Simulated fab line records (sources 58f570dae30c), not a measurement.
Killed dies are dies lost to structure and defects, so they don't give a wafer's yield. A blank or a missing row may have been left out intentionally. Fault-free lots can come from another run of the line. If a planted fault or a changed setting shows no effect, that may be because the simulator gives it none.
Chamber matching | flow berkeley_cmos170 | 3 sister chambers for UCB170_V2_CVD_00 on pecvd-01
The step deposits SiO2 from TEOS/O2, target thk 2000 nm, time 250 s. 14 wafers are shown with their chamber, then 7 later ones without.

## WAFERS, EACH WITH ITS CHAMBER
wafer  | chamber | heater_power_w (W)
L954.2 | 1       | 171
L954.4 | 1       | 229
L954.6 | 0       | 298
L957.1 | 2       | 232
L957.4 | 1       | 254
L957.5 | 0       | 210
L962.2 | 1       | 214
L962.3 | 2       | 248
L962.6 | 0       | 216
L970.1 | 1       | 245
L970.4 | 0       | 214
L970.6 | 2       | 167
L975.1 | 1       | 183
L975.2 | 2       | 214

SIGNATURES (means of the wafers above)
reading        | chamber 0 | chamber 1 | chamber 2 | scatter within a chamber
heater_power_w | 234.50    | 216.00    | 215.25    | 36.5
Rule: distance of a wafer from a chamber = root of the sum over the readings of ((wafer's reading minus chamber's mean) / reading's scatter) squared. If the next closest chamber is less than 2 further off than the closest, the wafer can't be placed; otherwise it belongs to the closest. The scatter is the square root of a quotient: the sum, over the shown wafers, of each reading's squared deviation from its chamber's mean, divided by wafers minus chambers.

## WAFERS WITH NO CHAMBER GIVEN
wafer  | heater_power_w (W)
L975.5 | 293
L976.2 | 242
L976.5 | 212
L976.6 | 171
L977.1 | 172
L977.5 | 208
L977.6 | 233

## EACH ONE'S CHAMBER
wafer  | from the rows above          | in truth
L975.5 | can't be placed: 0 or 1 or 2 | 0
L976.2 | can't be placed: 0 or 1 or 2 | 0
L976.5 | can't be placed: 2 or 1 or 0 | 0
L976.6 | can't be placed: 2 or 1 or 0 | 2
L977.1 | can't be placed: 2 or 1 or 0 | 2
L977.5 | can't be placed: 2 or 1 or 0 | 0
L977.6 | can't be placed: 0 or 1 or 2 | 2
Placed correctly: 0 of 7. Can't be placed from these rows: 7 (the true chamber is among the candidates in 7). 0 placed wrongly.
